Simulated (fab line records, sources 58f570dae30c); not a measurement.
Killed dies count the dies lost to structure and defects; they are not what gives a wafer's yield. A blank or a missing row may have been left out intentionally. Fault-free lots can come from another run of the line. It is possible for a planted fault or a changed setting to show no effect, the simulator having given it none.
Which of the tools did it? | flow berkeleyCmos170 | 13 lots with 39 wafers sampled at 3 steps, on a route of 331 steps

WHAT THE GAUGES READ, wafer by wafer
UCB170_V2_CD_MEAS_12 targets a cd of 700 nm.
lot  | measured     | on       | cdNm (nm)
L165 | day 9 03:12  | cdSem-01 | 700.5 702.0 699.5
L166 | day 9 00:22  | cdSem-02 | 699.4 701.0 699.3
L168 | day 9 18:45  | cdSem-02 | 700.0 700.8 699.5
L167 | day 9 15:56  | cdSem-02 | 698.7 698.8 698.5
L171 | day 10 08:38 | cdSem-01 | 702.2 701.9 703.1
L170 | day 10 08:11 | cdSem-01 | 700.0 699.2 700.3
L169 | day 10 08:25 | cdSem-01 | 700.7 700.5 700.9
L173 | day 11 02:05 | cdSem-02 | 702.0 701.7 701.0
L174 | day 11 03:29 | cdSem-02 | 701.6 702.1 701.6
L176 | day 11 21:33 | cdSem-01 | 699.4 700.4 700.6
L175 | day 11 21:50 | cdSem-01 | 698.4 700.7 698.1
L183 | day 13 22:44 | cdSem-02 | 702.5 702.3 702.1
L186 | day 14 21:25 | cdSem-02 | 698.2 699.4 699.7

EACH LOT AND THE TOOL THAT RAN IT (in order: tool; ch and the chambers of the sampled wafers; start)
lot  | UCB170_GATE_ETCH_15             | UCB170_NSD_STRIP_09
L165 | rieSi-01 ch 0,1,2, day 7 11:33  | plasmaAsher-01 ch 0,1, day 8 07:21
L166 | rieSi-02 ch 0,1,3, day 7 11:52  | plasmaAsher-02 ch 0,1, day 8 06:48
L168 | rieSi-01 ch 0,1, day 8 01:47    | plasmaAsher-03 ch 0,1, day 8 20:28
L167 | rieSi-02 ch 0,1, day 8 02:31    | plasmaAsher-01 ch 1, day 8 20:08
L171 | rieSi-01 ch 0,1,2, day 8 17:48  | plasmaAsher-02 ch 0,1, day 9 10:45
L170 | rieSi-02 ch 2,3, day 8 18:02    | plasmaAsher-03 ch 0,1, day 9 11:18
L169 | rieSi-01 ch 0,1,3, day 8 18:20  | plasmaAsher-01 ch 0,1, day 9 11:31
L173 | rieSi-01 ch 1,2,3, day 9 13:11  | plasmaAsher-01 ch 0,1, day 10 08:24
L174 | rieSi-02 ch 1,3, day 9 13:26    | plasmaAsher-03 ch 0,1, day 10 08:41
L176 | rieSi-01 ch 0,2,3, day 10 09:35 | plasmaAsher-01 ch 0, day 11 01:29
L175 | rieSi-02 ch 2,3, day 10 09:51   | plasmaAsher-03 ch 0,1, day 11 01:45
L183 | rieSi-01 ch 0,3, day 11 19:38   | plasmaAsher-01 ch 0,1, day 12 07:01
L186 | rieSi-02 ch 0,1,3, day 12 15:05 | plasmaAsher-03 ch 0,1, day 13 22:52
- UCB170_GATE_ETCH_15: etches poly-Si in HBr/Cl2, stops on SiO2, time 56.3 s, target depth 278.2 nm.
- UCB170_NSD_STRIP_09: strips in O2.

AS READ BY THE TOOLS THEMSELVES (means over the sampled wafers that have a number; for cases with no such wafer, the mark the record gives instead)
UCB170_GATE_ETCH_15.
lot  | tool     | HBr_flow_sccm (sccm) | drypumpMotorCurrentA (A) | oesProductAu (a.u.) | rfFwdPowerW (W) | throttleValvePct (%)
L165 | rieSi-01 | 150.4                | 6.0                      | 0.828               | 297.7           | 26.38
L166 | rieSi-02 | 150.0                | 5.7                      | 0.821               | 298.4           | 26.45
L168 | rieSi-01 | 150.4                | 5.7                      | 0.824               | 296.5           | 26.37
L167 | rieSi-02 | 150.3                | 5.6                      | 0.818               | 298.7           | 26.63
L171 | rieSi-01 | 149.6                | 6.0                      | 0.821               | 296.5           | 26.38
L170 | rieSi-02 | 150.0                | 5.5                      | 0.840               | 296.9           | 26.54
L169 | rieSi-01 | 149.7                | 5.7                      | 0.821               | 297.3           | 26.54
L173 | rieSi-01 | 150.5                | 5.9                      | 0.834               | 297.0           | 26.52
L174 | rieSi-02 | 149.9                | 5.5                      | 0.822               | 298.0           | 26.62
L176 | rieSi-01 | 149.8                | 5.9                      | 0.838               | 297.3           | 26.55
L175 | rieSi-02 | 150.3                | 5.5                      | 0.841               | 296.7           | 26.55
L183 | rieSi-01 | 150.1                | 5.7                      | 0.824               | 280.4           | 26.55
L186 | rieSi-02 | 149.7                | 5.8                      | 0.832               | 298.0           | 26.46

UCB170_NSD_STRIP_09.
lot  | tool           | drypumpMotorCurrentA (A) | oesProductAu (a.u.) | stripTimeToEndpointS (s)
L165 | plasmaAsher-01 | 6.0                      | 0.533               | 35.74
L166 | plasmaAsher-02 | 5.7                      | 0.532               | 35.83
L168 | plasmaAsher-03 | 6.2                      | 0.536               | 35.65
L167 | plasmaAsher-01 | 5.5                      | 0.532               | 35.73
L171 | plasmaAsher-02 | 5.5                      | 0.533               | 35.85
L170 | plasmaAsher-03 | 5.9                      | 0.530               | 35.77
L169 | plasmaAsher-01 | 6.0                      | 0.528               | 35.87
L173 | plasmaAsher-01 | 5.7                      | 0.532               | 35.80
L174 | plasmaAsher-03 | 6.0                      | 0.530               | 35.79
L176 | plasmaAsher-01 | 6.2                      | 0.533               | 35.91
L175 | plasmaAsher-03 | 6.1                      | 0.533               | 35.83
L183 | plasmaAsher-01 | 6.0                      | 0.537               | 35.79
L186 | plasmaAsher-03 | 6.2                      | 0.533               | 35.77

THE ANSWER, worked out from the rows above alone
Rule: what is usual is taken from the lots themselves. Put in order of their means at a reading, lots are off if they are a third of the lots or fewer, leave a main group of 4 or more, and stand apart from it by a gap of 3 or more times the standard deviation of the main group's means; of several such gaps the widest counts. A main group whose means are all the same, to the digits that the tables above print for the reading, isn't used. Also off: a lot with no number at a reading for which 4 or more lots have one. All remaining lots with rows at the step are treated as sound. Order of review: gauges by route order, followed by the tools' own readings, for which a lot's mean as printed above is used. The first step at which some lot is off is used, and at that step the reading that is off furthest; a lot without a number counts as furthest.
Off: L183 (UCB170_GATE_ETCH_15, rfFwdPowerW). Main group: mean 297.4 W, sd 0.71.
If a tool, at that step or one of the process steps before it, ran each lot that is off and ran no sound lot following the first of them, it fits. One fits: UCB170_GATE_ETCH_15 on rieSi-01. A fault onset in the window from L176 (day 10 09:35, its last sound lot) to L183 (day 11 19:38, its first lot off) fits.
On the lots that are off, the tool's own readings at UCB170_GATE_ETCH_15 differ by more than 5 times the standard deviation of the sound lots' means, which bears it out; rfFwdPowerW reads 280.4 W there versus 297.4 W on the sound lots.

WHAT HAD BEEN PUT IN BY THE SIMULATOR
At UCB170_GATE_ETCH_15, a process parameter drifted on rieSi-01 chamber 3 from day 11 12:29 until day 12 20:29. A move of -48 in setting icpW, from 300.
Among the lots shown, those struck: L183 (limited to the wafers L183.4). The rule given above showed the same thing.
